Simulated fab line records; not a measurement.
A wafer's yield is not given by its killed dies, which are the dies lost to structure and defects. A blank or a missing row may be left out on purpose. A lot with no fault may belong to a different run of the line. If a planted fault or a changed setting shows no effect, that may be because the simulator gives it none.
Which tool was responsible? :: flow berkeley cmos170 :: 6 lots, 18 wafers sampled, at 3 steps of a route of 331

WHAT THE GAUGES SHOWED, per wafer
UCB170_SILICIDE_RS_MEAS_02: uses a four-point probe to measure.
lot: L848
measured: day 7 06:15
on: film metro-01
SILICIDE_TI_RS (ohm/sq): 26.2 26.8 25.8

lot: L850
measured: day 7 18:11
on: film metro-04
SILICIDE_TI_RS (ohm/sq): 26.4 26.7 26.3

lot: L856
measured: day 8 21:55
on: film metro-01
SILICIDE_TI_RS (ohm/sq): 73.0 26.0 26.0

lot: L861
measured: day 10 03:54
on: film metro-03
SILICIDE_TI_RS (ohm/sq): 27.0 26.5 26.4

lot: L862
measured: day 10 17:20
on: film metro-01
SILICIDE_TI_RS (ohm/sq): 26.1 25.6 26.4

lot: L869
measured: day 11 08:57
on: film metro-01
SILICIDE_TI_RS (ohm/sq): 26.3 26.1 25.9

WHICH TOOL RAN EACH LOT (tool, then ch and the chambers of the sampled wafers, then the start)
lot: L848
UCB170_SDANNEAL_RTA_00: rtp anneal-01 ch 0, day 7 05:32
UCB170_SILICIDE_SPUTTER_01: pvd sputter-01, day 7 06:13

lot: L850
UCB170_SDANNEAL_RTA_00: rtp anneal-01 ch 0, day 7 17:29
UCB170_SILICIDE_SPUTTER_01: pvd sputter-01, day 7 18:10

lot: L856
UCB170_SDANNEAL_RTA_00: rtp anneal-02 ch 0, day 8 21:11
UCB170_SILICIDE_SPUTTER_01: pvd sputter-01, day 8 21:49

lot: L861
UCB170_SDANNEAL_RTA_00: rtp anneal-02 ch 0, day 10 03:10
UCB170_SILICIDE_SPUTTER_01: pvd sputter-04, day 10 03:50

lot: L862
UCB170_SDANNEAL_RTA_00: rtp anneal-01 ch 0, day 10 16:38
UCB170_SILICIDE_SPUTTER_01: pvd sputter-04, day 10 17:18

lot: L869
UCB170_SDANNEAL_RTA_00: rtp anneal-02 ch 0, day 11 08:14
UCB170_SILICIDE_SPUTTER_01: pvd sputter-04, day 11 08:53
- UCB170_SDANNEAL_RTA_00: time 10 s.
- UCB170_SILICIDE_SPUTTER_01: material Ti, target thk 30 nm, time 25 s.

THE ANSWER, worked out from the rows above alone
Rule: the usual values come from the lots themselves. Put in order of their means at a reading, lots are off if they are a third of the lots or fewer, leave a main group of 4 or more, and stand apart from it by a gap of 3 or more times the standard deviation of the main group's means; of several such gaps the widest counts. A main group whose means are all the same, to the digits that the tables above print for the reading, isn't used. A lot without any number at a reading at which 4 lots or more have one is off too. Any other lot the step has rows for is counted as sound.
Off: at UCB170_SILICIDE_RS_MEAS_02 (SILICIDE_TI_RS), L856. Mean 26.3 ohm/sq and standard deviation 0.22 in the main group.
A tool fits if, at a process step before that reading, it ran every lot that is off, and no sound lot after the first of them. Gauges at UCB170_SILICIDE_RS_MEAS_02: tried the same way as those tools. One fits: pvd sputter-01 at UCB170_SILICIDE_SPUTTER_01. Its last sound lot is L850 (day 7 18:10), its first lot that is off L856 (day 8 21:49): a fault that began between those two fits.

WHAT WAS PUT IN BY THE SIMULATOR
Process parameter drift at UCB170_SILICIDE_SPUTTER_01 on pvd sputter-01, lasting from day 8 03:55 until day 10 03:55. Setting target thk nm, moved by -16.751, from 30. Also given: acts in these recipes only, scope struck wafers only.
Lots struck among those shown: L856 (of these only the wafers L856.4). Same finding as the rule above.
